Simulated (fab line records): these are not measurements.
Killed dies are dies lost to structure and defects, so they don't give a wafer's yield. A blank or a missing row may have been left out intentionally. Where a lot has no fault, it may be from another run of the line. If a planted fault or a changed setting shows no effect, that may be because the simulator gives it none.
Commonality check across tools / flow rit cmos / Sample size 15 lots and 54 wafers

== THE REASON FOR OPENING IT ==
3 of 15 lots carry a flag on the reading PSD_RS at RIT_SDANNEAL_RS_MEAS_04. Fault-free wafers read 116.1 ohm/sq, with a standard deviation of 0.3.
Rule: a lot is flagged in two cases, either no wafer of it has a number, or all its wafers with numbers fall more than 4 standard deviations from that mean. All remaining lots are regarded as sound.

lot=L759; measured=day 3 05:14; on=film metro-03; PSD_RS (ohm/sq), wafer by wafer=116.4 116.2 115.8; flag=
lot=L760; measured=day 3 08:05; on=film metro-03; PSD_RS (ohm/sq), wafer by wafer=116.4 116.1 116.2; flag=
lot=L761; measured=day 3 12:56; on=film metro-02; PSD_RS (ohm/sq), wafer by wafer=115.3 115.5 115.9; flag=
lot=L763; measured=day 3 23:16; on=film metro-04; PSD_RS (ohm/sq), wafer by wafer=116.0 115.9 116.3; flag=
lot=L764; measured=day 4 09:54; on=film metro-04; PSD_RS (ohm/sq), wafer by wafer=144.6 145.0 144.9 145.0 144.8 144.9; flag=FLAGGED
lot=L766; measured=day 4 14:40; on=film metro-03; PSD_RS (ohm/sq), wafer by wafer=144.8 144.7 144.7 145.0 144.8 144.6; flag=FLAGGED
lot=L768; measured=day 5 03:41; on=film metro-03; PSD_RS (ohm/sq), wafer by wafer=145.1 145.2 145.2 145.4 145.2 145.2; flag=FLAGGED
lot=L773; measured=day 6 02:21; on=film metro-04; PSD_RS (ohm/sq), wafer by wafer=116.0 115.6 115.8; flag=
lot=L775; measured=day 6 10:18; on=film metro-04; PSD_RS (ohm/sq), wafer by wafer=115.8 116.0 116.0; flag=
lot=L777; measured=day 6 22:05; on=film metro-04; PSD_RS (ohm/sq), wafer by wafer=116.3 115.9 116.0; flag=
lot=L778; measured=day 7 05:50; on=film metro-02; PSD_RS (ohm/sq), wafer by wafer=116.3 115.8 116.3; flag=
lot=L779; measured=day 7 11:20; on=film metro-03; PSD_RS (ohm/sq), wafer by wafer=116.9 116.4 116.4; flag=
lot=L780; measured=day 7 12:54; on=film metro-02; PSD_RS (ohm/sq), wafer by wafer=116.2 116.0 116.2; flag=
lot=L781; measured=day 7 18:04; on=film metro-03; PSD_RS (ohm/sq), wafer by wafer=116.0 115.7 116.0; flag=
lot=L782; measured=day 8 02:32; on=film metro-03; PSD_RS (ohm/sq), wafer by wafer=116.4 116.1 116.4; flag=
The numbers of the flagged lots are 144.9 ohm/sq on average: +28.8 ohm/sq against the usual, or +96 standard deviations.

== TOOL THAT RAN EACH LOT ==
The record holds 1 process step before the reading, out of a route of 202 steps. Cell contents, in order: the tool; ch with the chambers the sampled wafers went through; the start.
lot=L759; flag=; RIT_SDANNEAL_RTA_03=rtp anneal-01 ch 0, day 3 05:10
lot=L760; flag=; RIT_SDANNEAL_RTA_03=rtp anneal-02 ch 0, day 3 08:01
lot=L761; flag=; RIT_SDANNEAL_RTA_03=rtp anneal-01 ch 0, day 3 12:49
lot=L763; flag=; RIT_SDANNEAL_RTA_03=rtp anneal-01 ch 0, day 3 23:09
lot=L764; flag=FLAGGED; RIT_SDANNEAL_RTA_03=rtp anneal-02 ch 0, day 4 09:51
lot=L766; flag=FLAGGED; RIT_SDANNEAL_RTA_03=rtp anneal-02 ch 0, day 4 14:35
lot=L768; flag=FLAGGED; RIT_SDANNEAL_RTA_03=rtp anneal-02 ch 0, day 5 03:36
lot=L773; flag=; RIT_SDANNEAL_RTA_03=rtp anneal-01 ch 0, day 6 02:14
lot=L775; flag=; RIT_SDANNEAL_RTA_03=rtp anneal-01 ch 0, day 6 10:13
lot=L777; flag=; RIT_SDANNEAL_RTA_03=rtp anneal-01 ch 0, day 6 22:01
lot=L778; flag=; RIT_SDANNEAL_RTA_03=rtp anneal-02 ch 0, day 7 05:46
lot=L779; flag=; RIT_SDANNEAL_RTA_03=rtp anneal-01 ch 0, day 7 11:16
lot=L780; flag=; RIT_SDANNEAL_RTA_03=rtp anneal-02 ch 0, day 7 12:50
lot=L781; flag=; RIT_SDANNEAL_RTA_03=rtp anneal-01 ch 0, day 7 18:00
lot=L782; flag=; RIT_SDANNEAL_RTA_03=rtp anneal-02 ch 0, day 8 02:27
What the steps here do:
- RIT_SDANNEAL_RTA_03: time 5 s.
- RIT_SDANNEAL_RS_MEAS_04: measures by four-point-probe.

== FLAGGED AGAINST TOTAL, ONE TOOL AT A TIME (gauges that did the reading follow at the end) ==
step=RIT_SDANNEAL_RTA_03; tool=rtp anneal-01; lots run=8; flagged=0; share of the flagged lots=none; sound lots run after its first flagged lot=-
step=RIT_SDANNEAL_RTA_03; tool=rtp anneal-02; lots run=7; flagged=3; share of the flagged lots=all; sound lots run after its first flagged lot=3 (L778,L780,L782)
step=RIT_SDANNEAL_RS_MEAS_04; tool=film metro-02; lots run=3; flagged=0; share of the flagged lots=none; sound lots run after its first flagged lot=-
step=RIT_SDANNEAL_RS_MEAS_04; tool=film metro-03; lots run=7; flagged=2; share of the flagged lots=some; sound lots run after its first flagged lot=3 (L779,L781,L782)
step=RIT_SDANNEAL_RS_MEAS_04; tool=film metro-04; lots run=5; flagged=1; share of the flagged lots=some; sound lots run after its first flagged lot=3 (L773,L775,L777)

== WHAT IS ALLOWED BY THE TABLE ==
All flagged lots share 1 row of the table, namely rtp anneal-02 at RIT_SDANNEAL_RTA_03.
- rtp anneal-02 at RIT_SDANNEAL_RTA_03 ran 7 lots, 3 of them flagged. Sound lots followed the first flagged one (L778, L780, L782) on it, something a lasting fault affecting the whole tool could not allow. Its own readings (wafer_temp_C_max) fall more than 4 standard deviations out on all wafers of the flagged lots.
No row of the table ran every flagged lot and no sound lot after the first.

== WHAT THE SIMULATOR HAD INSERTED ==
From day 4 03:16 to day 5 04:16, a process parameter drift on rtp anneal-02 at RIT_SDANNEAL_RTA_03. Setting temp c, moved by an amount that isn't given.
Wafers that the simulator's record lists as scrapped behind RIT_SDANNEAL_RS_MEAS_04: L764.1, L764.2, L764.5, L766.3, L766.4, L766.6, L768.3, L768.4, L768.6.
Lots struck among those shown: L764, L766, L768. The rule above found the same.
